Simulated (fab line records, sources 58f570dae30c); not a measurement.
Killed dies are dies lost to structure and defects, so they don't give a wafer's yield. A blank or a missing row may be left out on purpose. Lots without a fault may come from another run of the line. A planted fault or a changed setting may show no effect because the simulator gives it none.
A struck lot beside a sound one | flow berkeley_cmos170 | 25 steps out of a route of 331
Sound: wafers L580.2, L580.3, L580.4. Struck: wafers L568.1, L568.3, L568.6. The cause comes at the end.
At each step with rows: each side's tool, then ch and its chambers, then its first start. Under that, the readings that differ: sound wafers | struck wafers | difference of the means | sigmas: that difference in standard deviations of wafers without a fault.
alike: readings whose means differ by less than 2 such deviations, and words and numbers that are the same on both sides. not compared: withheld readings, readings that some wafer has no value for, bounds like >300 that may hide the same value, and numbers for which the record gives no deviation and whose values overlap.
The two part at a step that has a row with sigmas, a row that says differs or no value, or rows on one side only. Numbers that don't overlap but have no deviation are shown without sigmas and don't part them. A reading that every wafer of one side lacks parts them only if that side has two wafers or more.

first, 1 step without rows for these wafers: UCB170_PSD_IMPLANT_08.
UCB170_PSD_STRIP_09: strips in O2.
  sound on plasma_asher-03 ch 0,1, day 11 21:04; struck on plasma_asher-02 ch 0,1, day 9 04:19
  reading                      | sound             | struck            | difference | sigmas
  strip_time_to_endpoint_s (s) | 29.21 29.24 29.27 | 29.37 29.45 29.31 | +0.14      | +2
  alike: drypump_motor_current_A, oes_product_au
  not compared: rf_hours_counter_h
UCB170_PSD_TW_MEAS_10:
  sound on film_metro-02, day 11 21:11; struck on film_metro-01, day 9 04:25
  alike: PSD_TW
then, 7 steps without rows for these wafers: UCB170_PSD_CLEAN_11 (cleans in SPM, time 600 s); UCB170_NSD_HMDS_00 (prime time 60 s); UCB170_NSD_COAT_01 (resist thk 900 nm); UCB170_NSD_SOFTBAKE_02 (time 60 s); UCB170_NSD_EXPOSE_03 (exposes mask NSELECT MOD, target cd 1200 nm); UCB170_NSD_PEB_04; UCB170_NSD_DEVELOP_05 (develop time 45 s).
UCB170_NSD_CD_MEAS_06: target cd 1200 nm.
  sound on cd_sem-01, day 11 22:38; struck on cd_sem-01, day 9 06:17
  alike: cd_nm
UCB170_NSD_OVL_MEAS_07:
  sound on overlay-01, day 11 22:44; struck on overlay-02, day 9 06:24
  alike: NSD_OVL
UCB170_NSD_IMPLANT_08:
  sound on implanter-01 ch 0, day 11 22:48; struck on implanter-01 ch 0, day 9 06:26
  reading                          | sound                         | struck                       | difference | sigmas
  dose_ions_cm2                    | 3.002e+15 3.004e+15 3.003e+15 | 1.393e+15 1.39e+15 1.389e+15 | -1.612e+15 | -99 or more
  end_station_pressure_torr (Torr) | 1.24e-05 1.27e-05 1.29e-05    | 8.4e-06 8.2e-06 8.7e-06      | -4.2e-06   | -7
  faraday_current_uA               | 9275 9712 9392                | 4390 4197 4493               | -5100      | -25
UCB170_NSD_STRIP_09: strips in O2.
  sound on plasma_asher-02 ch 0,1, day 11 22:55; struck on plasma_asher-04 ch 0,1, day 9 06:35
  reading                      | sound             | struck            | difference | sigmas
  oes_product_au (a.u.)        | 0.536 0.537 0.532 | 0.604 0.603 0.601 | +0.068     | +15
  strip_time_to_endpoint_s (s) | 35.80 35.78 35.68 | 28.98 29.02 29.04 | -6.74      | -82
  alike: drypump_motor_current_A
  not compared: rf_hours_counter_h
UCB170_NSD_TW_MEAS_10:
  sound on film_metro-04, day 11 23:02; struck on film_metro-04, day 9 06:55
  reading | sound          | struck         | difference | sigmas
  NSD_TW  | 4213 4253 4223 | 3801 3801 3794 | -431       | -10
  not compared: hold
then, 3 steps without rows for these wafers: UCB170_BACKSIDE_HMDS_00 (prime time 60 s); UCB170_BACKSIDE_COAT_01 (resist thk 900 nm); UCB170_BACKSIDE_SOFTBAKE_02 (time 60 s).
UCB170_BACKSIDE_STRIP_03: strips in O2.
  sound on plasma_asher-01 ch 0,1, day 12 01:13; struck on plasma_asher-03 ch 0,1, day 9 09:17
  alike: drypump_motor_current_A, oes_product_au, strip_time_to_endpoint_s
  not compared: rf_hours_counter_h
then, 1 step without rows for these wafers: UCB170_BACKSIDE_CLEAN_04 (cleans in SPM, time 600 s).
UCB170_SDANNEAL_RTA_00: time 10 s.
  sound on rtp_anneal-02 ch 0, day 12 01:31; struck on rtp_anneal-02 ch 0, day 9 09:33
  alike: chamber_o2_ppm, lamp_power_pct, wafer_temp_C_max
UCB170_SDANNEAL_RTA_01: time 5 s.
  sound on rtp_anneal-02 ch 0, day 12 01:35; struck on rtp_anneal-02 ch 0, day 9 09:37
  alike: chamber_o2_ppm, lamp_power_pct, wafer_temp_C_max
UCB170_SDANNEAL_RS_MEAS_02: measures by four-point-probe.
  sound on film_metro-04, day 12 01:39; struck on film_metro-01, day 9 09:41
  alike: PSD_RS
UCB170_SDANNEAL_RS_MEAS_03: measures by four-point-probe.
  sound on film_metro-04, day 12 01:46; struck on film_metro-01, day 9 10:05
  reading         | sound             | struck            | difference | sigmas
  NSD_RS (ohm/sq) | 37.36 37.35 37.36 | 61.06 61.33 61.27 | +23.86     | +99 or more
  not compared: hold
then, 1 step without rows for these wafers: UCB170_M3_PROBE_99.

WHERE THEY PART
First at UCB170_PSD_STRIP_09; last, within this record, at UCB170_SDANNEAL_RS_MEAS_03.

WHY: what the simulator had put in
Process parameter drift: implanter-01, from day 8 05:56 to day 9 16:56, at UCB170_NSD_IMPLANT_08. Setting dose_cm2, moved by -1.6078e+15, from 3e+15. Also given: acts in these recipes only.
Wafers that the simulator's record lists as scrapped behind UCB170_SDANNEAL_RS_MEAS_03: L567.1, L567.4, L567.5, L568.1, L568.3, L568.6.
